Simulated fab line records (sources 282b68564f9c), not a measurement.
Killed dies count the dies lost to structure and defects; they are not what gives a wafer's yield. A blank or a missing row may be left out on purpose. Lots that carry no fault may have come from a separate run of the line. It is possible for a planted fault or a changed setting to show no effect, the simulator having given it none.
A single fault, viewed from 2 desks + flow rit_cmos + every desk sees just its own numbers, and what lay behind them comes last

== THE TOOL OWNER'S DESK: pvd_sputter-03 ==
The tool's own readings at RIT_M1_SPUTTER_00 (material Al, target thk 400 nm, time 500 s): means of the sampled wafers that have a number, for each lot that ran on this tool. Marked OUT: a lot whose mean sits more than 4 standard deviations from the usual mean, which makes it out of limits; the brackets give that distance.
Columns: A = cathode_dc_power_W at RIT_M1_SPUTTER_00, usual 2000.0 W; B = throttle_valve_pct at RIT_M1_SPUTTER_00, usual 29.9 %
| lot  | first seen here | A                | B    |
|------|-----------------|------------------|------|
| L217 | day 3 14:09     | 2000.0           | 30.6 |
| L219 | day 3 20:29     | 1999.9           | 30.9 |
| L231 | day 6 11:16     | 1986.8 (-35) OUT | 30.5 |
Finding of this desk: L231 out of limits; the first was L231 at day 6 11:16, on cathode_dc_power_W at RIT_M1_SPUTTER_00. In limits: L217, L219.

== METROLOGY DESK ==
What the gauges read for every lot (on any tool): the sampled wafers with a number, averaged. Marked OUT: a lot whose mean sits more than 4 standard deviations from the usual mean, which makes it out of limits; the brackets give that distance.
Columns: A = cd_nm at RIT_CONTACT_CD_MEAS_08, usual 1000.2 nm; B = CONTACT_OVL at RIT_CONTACT_OVL_MEAS_09, usual -0.1 nm; C = cd_nm at RIT_CONTACT_CD_MEAS_90, usual 1000.2 nm; D = M1_AL_RS at RIT_M1_RS_MEAS_01, usual 0.0732 ohm/sq; E = M1_AL_THK at RIT_M1_THK_MEAS_02, usual 402 nm; F = cd_nm at RIT_M1_CD_MEAS_09, usual 2599.4 nm; G = M1_OVL at RIT_M1_OVL_MEAS_10, usual 0.8 nm
| lot  | first seen here | A      | B    | C      | D      | E   | F      | G    |
|------|-----------------|--------|------|--------|--------|-----|--------|------|
| L217 | day 3 13:01     | 1000.2 | 0.3  | 1000.3 | 0.0739 | 398 | 2599.2 | -0.4 |
| L219 | day 3 19:21     | 999.0  | 0.7  | 999.4  | 0.0728 | 404 | 2597.6 | -0.3 |
| L226 | day 5 12:56     | 1001.4 | -0.5 | 1001.7 | 0.0749 | 393 | 2600.4 | 0.6  |
| L231 | day 6 10:07     | 997.2  | 1.4  | 997.3  | 0.0738 | 403 | 2599.2 | 0.4  |
| L238 | day 7 19:49     | 1002.7 | -0.8 | 1002.8 | 0.0734 | 406 | 2599.1 | 0.4  |
This desk found nothing out of limits on any of the 5 lots.

== TAKEN TOGETHER ==
The tool owner's desk could have raised an alarm at day 6 11:16, on L231.
At the metrology desk, nothing out of limits was observed.
The metrology desk holds a record of L231, inside its limits.
RIT_M1_SPUTTER_00 was run on pvd_sputter-03 by each of the lots named.

== WHAT THE SIMULATOR HAD INSERTED ==
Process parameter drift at RIT_M1_SPUTTER_00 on pvd_sputter-03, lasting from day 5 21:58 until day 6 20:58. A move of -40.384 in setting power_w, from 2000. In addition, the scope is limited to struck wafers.
Shown lots that were struck: L231.
How many hours passed from the start of the fault until each desk's first out-of-limits reading: the tool owner's desk, 13.
